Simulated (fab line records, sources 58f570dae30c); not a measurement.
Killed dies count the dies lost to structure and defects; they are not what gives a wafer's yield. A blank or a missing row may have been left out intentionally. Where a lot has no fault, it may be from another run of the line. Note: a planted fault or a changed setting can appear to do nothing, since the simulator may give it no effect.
Chamber matching / flow berkeley_cmos170 / cmp-01 running UCB170_V2_CMP_02: 3 sister chambers
The step polishes SiO2. 14 wafers are shown with their chamber, then 5 later ones without.

WAFERS WITH THEIR CHAMBER
wafer=L562.2; chamber=3; motor_current_A (A)=19.5; retaining_ring_pressure_frac=1.004
wafer=L562.3; chamber=1; motor_current_A (A)=14.7; retaining_ring_pressure_frac=0.997
wafer=L562.6; chamber=1; motor_current_A (A)=14.6; retaining_ring_pressure_frac=1.000
wafer=L566.1; chamber=3; motor_current_A (A)=19.8; retaining_ring_pressure_frac=1.004
wafer=L566.3; chamber=1; motor_current_A (A)=14.9; retaining_ring_pressure_frac=0.997
wafer=L566.6; chamber=1; motor_current_A (A)=14.5; retaining_ring_pressure_frac=1.007
wafer=L571.1; chamber=3; motor_current_A (A)=19.5; retaining_ring_pressure_frac=1.000
wafer=L571.4; chamber=0; motor_current_A (A)=15.0; retaining_ring_pressure_frac=0.997
wafer=L571.5; chamber=0; motor_current_A (A)=15.4; retaining_ring_pressure_frac=1.000
wafer=L573.2; chamber=1; motor_current_A (A)=14.1; retaining_ring_pressure_frac=1.000
wafer=L573.3; chamber=0; motor_current_A (A)=15.8; retaining_ring_pressure_frac=0.994
wafer=L573.5; chamber=1; motor_current_A (A)=14.8; retaining_ring_pressure_frac=0.997
wafer=L579.1; chamber=0; motor_current_A (A)=15.2; retaining_ring_pressure_frac=0.993
wafer=L579.2; chamber=1; motor_current_A (A)=14.1; retaining_ring_pressure_frac=1.005

SIGNATURES, as means of the wafers listed above
reading=motor_current_A; chamber 0=15.350; chamber 1=14.529; chamber 3=19.600; scatter within a chamber=0.305
reading=retaining_ring_pressure_frac; chamber 0=0.99600; chamber 1=1.00043; chamber 3=1.00267; scatter within a chamber=0.00357
Rule: for a wafer and a chamber, the distance is found by dividing, reading by reading, the gap between the wafer's reading and the chamber's mean by the reading's scatter, squaring, summing and taking the root. The wafer belongs to the nearest chamber; if the next one is less than 2 further off, it can't be placed. The scatter: take each reading less its chamber's mean, square it, sum over the shown wafers, divide by the number of wafers less the number of chambers, and take the root.

WAFERS WHOSE CHAMBER IS MISSING
wafer=L579.3; motor_current_A (A)=20.6; retaining_ring_pressure_frac=1.005
wafer=L581.1; motor_current_A (A)=19.9; retaining_ring_pressure_frac=1.011
wafer=L581.5; motor_current_A (A)=19.6; retaining_ring_pressure_frac=1.002
wafer=L584.3; motor_current_A (A)=19.6; retaining_ring_pressure_frac=1.004
wafer=L584.4; motor_current_A (A)=15.7; retaining_ring_pressure_frac=0.997

CHAMBER TAKEN BY EACH
wafer=L579.3; from the rows above=3; in truth=3
wafer=L581.1; from the rows above=3; in truth=3
wafer=L581.5; from the rows above=3; in truth=3
wafer=L584.3; from the rows above=3; in truth=3
wafer=L584.4; from the rows above=0; in truth=0
Correctly placed: 5 of 5. Not placeable from these rows: 0. Wrongly placed: 0.
